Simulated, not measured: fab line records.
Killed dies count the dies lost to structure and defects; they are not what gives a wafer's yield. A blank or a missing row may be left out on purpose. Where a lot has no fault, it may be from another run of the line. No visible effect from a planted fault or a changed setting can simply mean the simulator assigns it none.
Which of the tools did it? | flow rit-cmos | 14 lots, 42 wafers sampled, at 3 steps of a route of 202

WHAT THE GAUGES SHOWED, per wafer
RIT_PWELL_TW_MEAS_10. Usual: PWELL_TW 946, standard deviation 9.8.
lot  | measured    | on            | PWELL_TW       | flag
L701 | day 2 00:13 | film-metro-01 | 931 926 926    |
L703 | day 2 08:50 | film-metro-02 | 951 947 952    |
L704 | day 2 17:26 | film-metro-04 | 955 955 955    |
L705 | day 2 20:11 | film-metro-02 | 952 954 950    |
L706 | day 3 04:39 | film-metro-04 | 959 955 956    |
L708 | day 3 11:37 | film-metro-02 | 954 949 950    |
L710 | day 3 22:14 | film-metro-04 | 963 967 964    |
L711 | day 4 03:04 | film-metro-04 | 961 955 958    |
L712 | day 4 08:16 | film-metro-04 | 1040 1035 1039 | OFF
L713 | day 4 12:42 | film-metro-02 | 1025 1026 1026 | OFF
L715 | day 4 22:37 | film-metro-02 | 942 945 943    |
L719 | day 5 18:39 | film-metro-02 | 954 948 954    |
L720 | day 5 23:40 | film-metro-02 | 946 947 945    |
L721 | day 6 05:26 | film-metro-01 | 934 931 931    |

RIT_WELLDRIVE_RS_MEAS_02: uses a four-point probe to measure. Usual: PWELL_RS 429.1 ohm/sq, standard deviation 1.3.
lot  | measured    | on            | PWELL_RS (ohm/sq) | flag
L701 | day 2 06:29 | film-metro-01 | 428.4 428.2 428.1 |
L703 | day 2 14:09 | film-metro-02 | 428.3 428.1 428.8 |
L704 | day 2 22:43 | film-metro-02 | 426.7 427.7 427.3 |
L705 | day 3 01:40 | film-metro-04 | 428.0 427.8 429.2 |
L706 | day 3 09:55 | film-metro-02 | 428.2 428.4 429.3 |
L708 | day 3 16:58 | film-metro-01 | 428.7 429.5 428.3 |
L710 | day 4 04:05 | film-metro-01 | 426.4 426.9 427.6 |
L711 | day 4 09:22 | film-metro-02 | 427.3 427.7 427.4 |
L712 | day 4 14:26 | film-metro-04 | 365.2 365.7 365.2 | OFF
L713 | day 4 17:58 | film-metro-01 | 364.6 364.7 365.8 | OFF
L715 | day 5 04:36 | film-metro-04 | 429.2 428.8 428.8 |
L719 | day 5 23:55 | film-metro-01 | 429.4 429.3 429.0 |
L720 | day 6 05:14 | film-metro-04 | 430.1 430.3 430.1 |
L721 | day 6 10:41 | film-metro-02 | 428.3 427.3 428.5 |

WHICH TOOL RAN EACH LOT (tool, then ch and the chambers of the sampled wafers, then the start)
lot  | RIT_PWELL_IMPLANT_08
L701 | implanter-03 ch 0, day 1 23:54
L703 | implanter-03 ch 0, day 2 08:32
L704 | implanter-03 ch 0, day 2 17:09
L705 | implanter-02 ch 0, day 2 19:52
L706 | implanter-03 ch 0, day 3 04:20
L708 | implanter-02 ch 0, day 3 11:19
L710 | implanter-03 ch 0, day 3 21:56
L711 | implanter-03 ch 0, day 4 02:44
L712 | implanter-03 ch 0, day 4 07:56
L713 | implanter-03 ch 0, day 4 12:23
L715 | implanter-01 ch 0, day 4 22:19
L719 | implanter-02 ch 0, day 5 18:20
L720 | implanter-02 ch 0, day 5 23:20
L721 | implanter-02 ch 0, day 6 05:06
- RIT_PWELL_IMPLANT_08

AS READ BY THE TOOLS THEMSELVES (means over the sampled wafers that have a number; for cases with no such wafer, the mark the record gives instead)
RIT_PWELL_IMPLANT_08. Usual: beam-energy-keV 170.00, standard deviation 0.048; dose-ions-cm2 7e+13, standard deviation 7.7e+10; faraday-current-uA 222, standard deviation 4.2.
lot  | tool         | beam-energy-keV | dose-ions-cm2 | faraday-current-uA | flag
L701 | implanter-03 | 170.00          | 7e+13         | 220                |
L703 | implanter-03 | 169.98          | 7e+13         | 219                |
L704 | implanter-03 | 169.96          | 7e+13         | 222                |
L705 | implanter-02 | 169.99          | 7e+13         | 219                |
L706 | implanter-03 | 170.03          | 7e+13         | 224                |
L708 | implanter-02 | 170.00          | 7e+13         | 221                |
L710 | implanter-03 | 170.01          | 7e+13         | 221                |
L711 | implanter-03 | 169.96          | 7e+13         | 217                |
L712 | implanter-03 | 170.05          | 9e+13         | 287                | OFF
L713 | implanter-03 | 170.02          | 9e+13         | 291                | OFF
L715 | implanter-01 | 169.99          | 7e+13         | 218                |
L719 | implanter-02 | 169.97          | 7e+13         | 227                |
L720 | implanter-02 | 170.01          | 7e+13         | 222                |
L721 | implanter-02 | 170.01          | 7e+13         | 219                |

THE ANSWER, worked out from the rows above alone
Rule: a lot counts as off when the mean over its wafers that have a number is more than 3 standard deviations away from the usual mean. Also off: a lot with no number at a reading for which 4 or more lots have one. Any other lot the step has rows for is counted as sound. First the gauges in route order, then the tools' own readings, where a lot's mean is used as printed above. The first step at which some lot is off is used, and at that step the reading that is off furthest; a lot without a number counts as furthest.
Off: L712, L713, at RIT_PWELL_TW_MEAS_10 (PWELL_TW).
A tool fits if, at a process step before that reading, it ran every lot that is off, and no sound lot after the first of them. The gauges at RIT_PWELL_TW_MEAS_10 aren't tried: what is off there is off at RIT_PWELL_IMPLANT_08 too, on other tools, and a gauge's error can't cause that. One fits: RIT_PWELL_IMPLANT_08 on implanter-03. Its last sound lot is L711 (day 4 02:44), its first lot that is off L712 (day 4 07:56): a fault that began between those two fits.
The tool's own readings at RIT_PWELL_IMPLANT_08 bear it out: on the lots that are off they differ by more than 5 times the standard deviation of the sound lots' means. dose-ions-cm2 reads 9e+13 there against 7e+13 on the sound lots; faraday-current-uA reads 289 there against 221 on the sound lots.

WHAT THE SIMULATOR HAD PUT IN
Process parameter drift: implanter-03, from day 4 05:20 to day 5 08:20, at RIT_PWELL_IMPLANT_08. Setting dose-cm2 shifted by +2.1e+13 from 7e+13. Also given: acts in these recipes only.
Shown lots that were struck: L712, L713. This agrees with what the rule above found.
